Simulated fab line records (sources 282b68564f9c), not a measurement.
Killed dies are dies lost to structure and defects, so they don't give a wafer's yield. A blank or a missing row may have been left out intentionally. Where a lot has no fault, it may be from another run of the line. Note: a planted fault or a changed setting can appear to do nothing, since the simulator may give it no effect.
Comparing a struck lot with a sound one | flow rit cmos | 19 out of 202 route steps
Sound: wafers L362.2, L362.3, L362.6. Wafers struck: L378.1, L378.2, L378.4. Last of all comes the cause.
Per side, at each step with rows, come the tool, then ch with its chambers, and then its first start. Under that, the readings that differ: sound wafers | struck wafers | difference of the means | sigmas: that difference in standard deviations of wafers without a fault.
alike: a reading whose means differ by less than 2 such deviations, as well as words and numbers matching on both sides. not compared: withheld readings; readings where some wafer has no value; bounds like >300 that might hide an equal value; numbers whose values overlap and for which the record gives no deviation.
A row with sigmas, a row that says differs or no value, or rows on one side alone: a step with any of these is where the two part. Numbers that have no deviation but don't overlap get no sigmas and don't part them. Lack of a reading on every wafer of one side parts them only where that side has two or more wafers.

first, 1 step without rows for these wafers: RIT_CONTACT_HARDBAKE_10 (time 60 s).
RIT_CONTACT_ETCH_11: etches SiO2 in CHF3/CF4/Ar, stops on TiSi2, target depth 480 nm, time 320 s.
  sound on rie diel-04 ch 1,2,3, day 3 19:20; struck on rie diel-02 ch 1,2,3, day 6 22:52
  alike: O2_flow_sccm, drypump motor current A, oes product au, throttle valve pct
  not compared: rf hours counter h
RIT_CONTACT_STRIP_12: strips in O2, time 180 s.
  sound on plasma asher-02 ch 0,1, day 3 19:32; struck on plasma asher-02 ch 0,1, day 6 23:03
  alike: drypump motor current A
  not compared: rf hours counter h
RIT_CONTACT_CD_MEAS_90: target cd 1000 nm.
  sound on cd sem-02, day 3 19:44; struck on cd sem-02, day 6 23:14
  alike: cd nm
then, 2 steps without rows for these wafers: RIT_CONTACT_CLEAN_13 (cleans in SC1, time 600 s); RIT_CONTACT_CLEAN_14 (cleans in SC2, time 600 s).
RIT_M1_SPUTTER_00: material Al, target thk 400 nm, time 500 s.
  sound on pvd sputter-02, day 3 20:11; struck on pvd sputter-01, day 6 23:53
  alike: throttle valve pct
RIT_M1_RS_MEAS_01: measurement is done with a four-point probe.
  sound on film metro-01, day 3 20:30; struck on film metro-02, day 7 00:11
  alike: M1_AL_RS
RIT_M1_THK_MEAS_02: measures by xrf.
  sound on film metro-01, day 3 20:37; struck on film metro-02, day 7 00:18
  alike: M1_AL_THK
then, 3 steps without rows for these wafers: RIT_M1_HMDS_03 (prime time 60 s); RIT_M1_COAT_04 (resist thk 1300 nm); RIT_M1_SOFTBAKE_05 (time 60 s).
RIT_M1_EXPOSE_06: exposes mask M12, target cd 2600 nm.
  sound on iline stepper-01 ch 0, day 3 21:15; struck on iline stepper-01 ch 0, day 7 00:49
  reading                    | sound                | struck      | difference | sigmas
  model.M1.overlay x nm (nm) | -1.368 -1.368 -1.368 | 240 240 240 | +241       |
  alike: mask
then, 2 steps without rows for these wafers: RIT_M1_PEB_07; RIT_M1_DEVELOP_08 (develop time 68 s).
RIT_M1_CD_MEAS_09: target cd 2600 nm.
  sound on cd sem-01, day 3 21:41; struck on cd sem-01, day 7 01:14
  alike: cd nm
RIT_M1_OVL_MEAS_10:
  sound on overlay-01, day 3 21:48; struck on overlay-02, day 7 01:22
  reading     | sound          | struck            | difference | sigmas
  M1_OVL (nm) | -2.0 -1.9 -1.3 | 237.7 238.1 239.1 | +240.0     | +99 or more
then, 1 step without rows for these wafers: RIT_M1_HARDBAKE_11 (time 120 s).
RIT_M1_PROBE_99:
  sound on prober-01, day 4 00:23; struck on prober-01, day 7 03:55
  reading                                                 | sound                | struck               | difference | sigmas
  model.etest.nmos_0p15.junction log10 a um               | -13.61 -13.46 -13.68 | -12.06 -12.18 -12.25 | +1.42      |
  model.etest.nmos narrow.off log10 a um                  | -13.22 -13.26 -13.12 | -12.04 -12.15 -12.23 | +1.06      |
  model.etest.gate end array.leak log10 a um              | -12.81 -12.76 -12.76 | -11.79 -11.89 -12.08 | +0.86      |
  model.etest.nmos_0p3.off log10 a um                     | -12.96 -12.99 -12.93 | -12.03 -12.13 -12.21 | +0.84      |
  model.etest.pmos_0p15.junction log10 a um               | -13.71 -13.75 -13.83 | -13 -13.06 -13.13    | +1         |
  model.etest.contact diode array.leak log10 a (angstrom) | -9.569 -9.608 -9.413 | -8.64 -8.781 -8.854  | +0.77      |
  alike: defect limited yield, killed at contacts, killed at front end, killed dies, killed open, killed short, sort_bin_3_pad_short, sort_bin_5_function, sort_bin_6_memory, sort n pass, sort yield pct
  not compared: model.etest.pmos_0p3.off log10 a um, model.etest.contact npoly.rc ohm

## WHERE THEY PART
At RIT_M1_OVL_MEAS_10 and nowhere else, as far as this record goes. Later steps at which nothing parts them and some readings are alike: RIT_M1_PROBE_99.

WHY: the cause the simulator had injected
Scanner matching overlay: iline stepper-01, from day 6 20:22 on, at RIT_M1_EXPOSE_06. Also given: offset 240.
